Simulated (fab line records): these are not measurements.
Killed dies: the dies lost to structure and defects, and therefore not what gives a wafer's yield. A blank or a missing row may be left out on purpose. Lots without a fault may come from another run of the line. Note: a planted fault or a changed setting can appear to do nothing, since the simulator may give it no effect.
A lot that was struck, set against a sound lot / flow berkeley_cmos170 / 16 out of 331 route steps
Sound: these wafers, L273.2, L273.5, L273.6. The struck wafers were L285.1, L285.4, L285.5. Last of all comes the cause.
Per side, at each step with rows, come the tool, then ch with its chambers, and then its first start. Under that, the readings that differ: sound wafers / struck wafers / difference of the means / sigmas: that difference in standard deviations of wafers without a fault.
alike: readings with means less than 2 such deviations apart, plus words and numbers identical on both sides. not compared: withheld readings, readings lacking a value on some wafer, bounds such as >300 that could conceal the same value, and numbers that have no deviation in the record and whose values overlap.
The two part at a step that has a row with sigmas, a row that says differs or no value, or rows on one side only. Numbers that don't overlap but have no deviation are shown without sigmas and don't part them. A reading that every wafer of one side lacks parts them only if that side has two wafers or more.

UCB170_PWELL_THK_MEAS_03:
  sound on film_metro-02 at day 3 00:24; struck on film_metro-02 at day 5 09:43
reading=PWELL_OXIDE_THK (nm); sound=26.9 27.2 27.1; struck=25.6 25.8 25.9; difference=-1.3; sigmas=-3
then, 2 steps without rows for these wafers: UCB170_PWELL_ANNEAL_04 (time 900 s); UCB170_PWELL_CVD_05 (deposits Si3N4 from SiH2Cl2/NH3, target thk 220 nm, time 3300 s).
UCB170_PWELL_THK_MEAS_06:
  sound on film_metro-02 at day 3 06:58; struck on film_metro-03 at day 5 16:37
  alike: PWELL_NITRIDE_THK
then, 6 steps without rows for these wafers: UCB170_PWELL_HMDS_07 (prime time 60 s); UCB170_PWELL_COAT_08 (resist thk 900 nm); UCB170_PWELL_SOFTBAKE_09 (time 60 s); UCB170_PWELL_EXPOSE_10 (exposes mask PWELL, target cd 3000 nm); UCB170_PWELL_PEB_11; UCB170_PWELL_DEVELOP_12 (develop time 45 s).
UCB170_PWELL_OVL_MEAS_13:
  sound on overlay-01 at day 3 07:53; struck on overlay-02 at day 5 17:31
  alike: PWELL_OVL
UCB170_PWELL_ETCH_14: etches Si3N4 in CH3F/Ar/O2, stops on SiO2, target depth 242 nm, time 151 s.
  sound on rie_diel-01 ch 1,2, day 3 07:55; struck on rie_diel-04 ch 0,1,3, day 5 17:34
  alike: drypump_motor_current_A, oes_product_au, throttle_valve_pct
  not compared: rf_hours_counter_h
UCB170_PWELL_IMPLANT_15:
  sound on implanter-01 ch 0, day 3 08:02; struck on implanter-02 ch 0, day 5 17:58
  alike: dose_ions_cm2, tilt_deg
UCB170_PWELL_STRIP_16: strips in O2.
  sound on plasma_asher-01 ch 0,1, day 3 08:10; struck on plasma_asher-02 ch 0, day 5 18:07
  alike: drypump_motor_current_A, oes_product_au, strip_time_to_endpoint_s
  not compared: rf_hours_counter_h
UCB170_PWELL_TW_MEAS_17:
  sound on film_metro-04 at day 3 08:16; struck on film_metro-03 at day 5 18:13
reading=PWELL_TW; sound=380 379 379; struck=461 457 457; difference=+79; sigmas=+25
then, 1 step without rows for these wafers: UCB170_PWELL_CLEAN_18 (cleans in SPM, time 600 s).

== WHERE THEY PART ==
First at UCB170_PWELL_THK_MEAS_03; last, within this record, at UCB170_PWELL_TW_MEAS_17.

WHY: what the simulator had put in
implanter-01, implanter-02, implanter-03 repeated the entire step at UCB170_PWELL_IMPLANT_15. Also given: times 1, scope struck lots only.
